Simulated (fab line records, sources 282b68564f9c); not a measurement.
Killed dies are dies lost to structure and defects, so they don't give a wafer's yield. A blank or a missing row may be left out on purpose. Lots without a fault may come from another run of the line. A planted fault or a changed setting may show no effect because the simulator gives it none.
Which tool did it? | flow rit_cmos | 7 lots, 21 wafers sampled, at 1 step of a route of 202

WHAT THE GAUGES READ, wafer by wafer
RIT_NWELL_OVL_MEAS_06.
lot  | measured    | on         | NWELL_OVL (nm)
L574 | day 2 07:35 | overlay-02 | 1.0 -0.6 -0.8
L576 | day 2 18:09 | overlay-02 | -1.5 0.2 0.1
L578 | day 3 03:52 | overlay-01 | 1.0 0.8 1.1
L582 | day 3 23:49 | overlay-01 | 2.6 0.5 -0.6
L590 | day 5 16:59 | overlay-01 | -1.5 -0.9 -1.6
L593 | day 6 09:41 | overlay-02 | 0.0 0.0 0.1
L595 | day 6 16:56 | overlay-02 | 0.3 0.8 0.6

WHICH TOOL RAN EACH LOT (tool, then ch and the chambers of the sampled wafers, then the start)
The record holds no process step before these readings.

THE ANSWER, worked out from the rows above alone
Rule: what is usual is taken from the lots themselves. Put in order of their means at a reading, lots are off if they are a third of the lots or fewer, leave a main group of 4 or more, and stand apart from it by a gap of 3 or more times the standard deviation of the main group's means; of several such gaps the widest counts. A main group whose means are all the same, to the digits that the tables above print for the reading, isn't used. A lot without any number at a reading at which 4 lots or more have one is off too. The other lots that the step has rows for count as sound.
No lot is off at any reading shown: from this, nothing can be told.

WHAT THE SIMULATOR HAD PUT IN
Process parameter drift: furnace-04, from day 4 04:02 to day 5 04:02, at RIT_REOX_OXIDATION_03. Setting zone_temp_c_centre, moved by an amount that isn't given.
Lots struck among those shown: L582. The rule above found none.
